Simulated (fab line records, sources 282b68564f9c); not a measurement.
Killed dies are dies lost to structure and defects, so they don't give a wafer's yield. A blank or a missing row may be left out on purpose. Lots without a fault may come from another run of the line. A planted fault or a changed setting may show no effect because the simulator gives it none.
A struck lot beside a sound one | flow rit_cmos | 17 steps out of a route of 202
Sound: wafers L878.2, L878.5, L878.6. Struck: wafers L881.1, L881.6. (L881.3 of the same lot was not struck and is left out.) The cause comes at the end.
At each step with rows: each side's tool, then ch and its chambers, then its first start. Under that, the readings that differ: sound wafers | struck wafers | difference of the means | sigmas: that difference in standard deviations of wafers without a fault.
alike: readings whose means differ by less than 2 such deviations, and words and numbers that are the same on both sides. not compared: withheld readings, readings that some wafer has no value for, bounds like >300 that may hide the same value, and numbers for which the record gives no deviation and whose values overlap.
The two part at a step that has a row with sigmas, a row that says differs or no value, or rows on one side only. Numbers that don't overlap but have no deviation are shown without sigmas and don't part them. A reading that every wafer of one side lacks parts them only if that side has two wafers or more.

first, 1 step without rows for these wafers: RIT_PSD_IMPLANT_08.
RIT_PSD_STRIP_09: strips in O2, time 180 s.
  sound on plasma_asher-02 ch 0,1, day 4 18:59; struck on plasma_asher-04 ch 1, day 5 07:27
  alike: chamber_pressure_mTorr, drypump_motor_current_A
  not compared: rf_hours_counter_h
RIT_PSD_TW_MEAS_10:
  sound on film_metro-03, day 4 19:10; struck on film_metro-01, day 5 07:37
  alike: PSD_TW
then, 3 steps without rows for these wafers: RIT_SDANNEAL_CLEAN_00 (cleans in SC1, time 600 s); RIT_SDANNEAL_CLEAN_01 (cleans in dHF, time 30 s); RIT_SDANNEAL_CLEAN_02 (cleans in SC2, time 600 s).
RIT_SDANNEAL_RTA_03: time 5 s.
  sound on rtp_anneal-02 ch 0, day 4 19:37; struck on rtp_anneal-01 ch 0, day 5 08:03
  alike: chamber_o2_ppm, wafer_temp_C_max
RIT_SDANNEAL_RS_MEAS_04: measures by four-point-probe.
  sound on film_metro-04, day 4 19:41; struck on film_metro-03, day 5 08:07
  alike: PSD_RS
RIT_SDANNEAL_RS_MEAS_05: measures by four-point-probe.
  sound on film_metro-04, day 4 19:49; struck on film_metro-03, day 5 08:14
  alike: NSD_RS
RIT_SDANNEAL_RS_MEAS_06: measures by four-point-probe.
  sound on film_metro-04, day 4 19:56; struck on film_metro-03, day 5 08:21
  alike: PLDD_RS
RIT_SDANNEAL_RS_MEAS_07: measures by four-point-probe.
  sound on film_metro-04, day 4 20:03; struck on film_metro-03, day 5 08:28
  alike: NLDD_RS
then, 1 step without rows for these wafers: RIT_SILICIDE_WET_ETCH_00 (etches SiO2 in BOE, target depth 14 nm, time 15 s).
RIT_SILICIDE_SPUTTER_01: material Ti, target thk 30 nm, time 240 s.
  sound on pvd_sputter-04, day 4 20:10; struck on pvd_sputter-01, day 5 08:36
  reading                                     | sound             | struck      | difference | sigmas
  model.Ti_of_SILICIDE_SPUTTER_01.thk_nm (nm) | 29.91 30.05 29.93 | 31.44 31.63 | +1.57      |
  alike: substrate_temp_c, throttle_valve_pct
RIT_SILICIDE_RS_MEAS_02: measures by four-point-probe.
  sound on film_metro-03, day 4 20:20; struck on film_metro-01, day 5 08:45
  reading                 | sound          | struck    | difference | sigmas
  SILICIDE_TI_RS (ohm/sq) | 48.1 47.8 48.0 | 45.1 44.8 | -3.0       | -6
RIT_SILICIDE_THK_MEAS_03: measures by xrf.
  sound on film_metro-03, day 4 20:26; struck on film_metro-01, day 5 08:52
  reading              | sound             | struck      | difference | sigmas
  SILICIDE_TI_THK (nm) | 30.33 30.38 30.21 | 31.41 31.47 | +1.13      | +4
RIT_SILICIDE_RTA_04: time 10 s, ramp up 5 s, ramp down 5 s.
  sound on rtp_anneal-01 ch 0, day 4 20:30; struck on rtp_anneal-02 ch 0, day 5 08:56
  reading          | sound             | struck      | difference | sigmas
  wafer_temp_C_max | 650.9 651.1 650.7 | 652.1 653.1 | +1.7       | +3
  alike: chamber_o2_ppm
RIT_M1_PROBE_99:
  sound on prober-02, day 5 04:49; struck on prober-02, day 5 15:23
  reading                              | sound             | struck      | difference | sigmas
  model.etest.contact_nplus.end_ohm_um | 41.81 40.73 41.55 | 43.25 44.21 | +2.37      |
  model.etest.npoly_line.rs_ohm_sq     | 17.05 16.89 17.1  | 16.31 16.36 | -0.68      |
  model.etest.ppoly_line.rs_ohm_sq     | 16.59 16.45 16.46 | 15.95 15.86 | -0.60      |
  model.etest.npoly_sal.rs_ohm_sq      | 4.37 4.304 4.385  | 4.169 4.147 | -0.195     |
  model.etest.ppoly_sal.rs_ohm_sq      | 4.323 4.308 4.328 | 4.129 4.137 | -0.187     |
  model.etest.pplus_sal.rs_ohm_sq      | 4.324 4.271 4.332 | 4.152 4.127 | -0.170     |
  model.etest.nplus_sal.rs_ohm_sq      | 4.31 4.293 4.323  | 4.122 4.089 | -0.203     |
  alike: killed_at_contacts, killed_at_front_end, killed_dies, killed_on_rim, killed_open, killed_short
  not compared: model.etest.contact_pplus.end_ohm_um

WHERE THEY PART
First at RIT_SILICIDE_RS_MEAS_02; last, within this record, at RIT_SILICIDE_RTA_04. Later steps at which nothing parts them and some readings are alike: RIT_M1_PROBE_99.

WHY: what the simulator had put in
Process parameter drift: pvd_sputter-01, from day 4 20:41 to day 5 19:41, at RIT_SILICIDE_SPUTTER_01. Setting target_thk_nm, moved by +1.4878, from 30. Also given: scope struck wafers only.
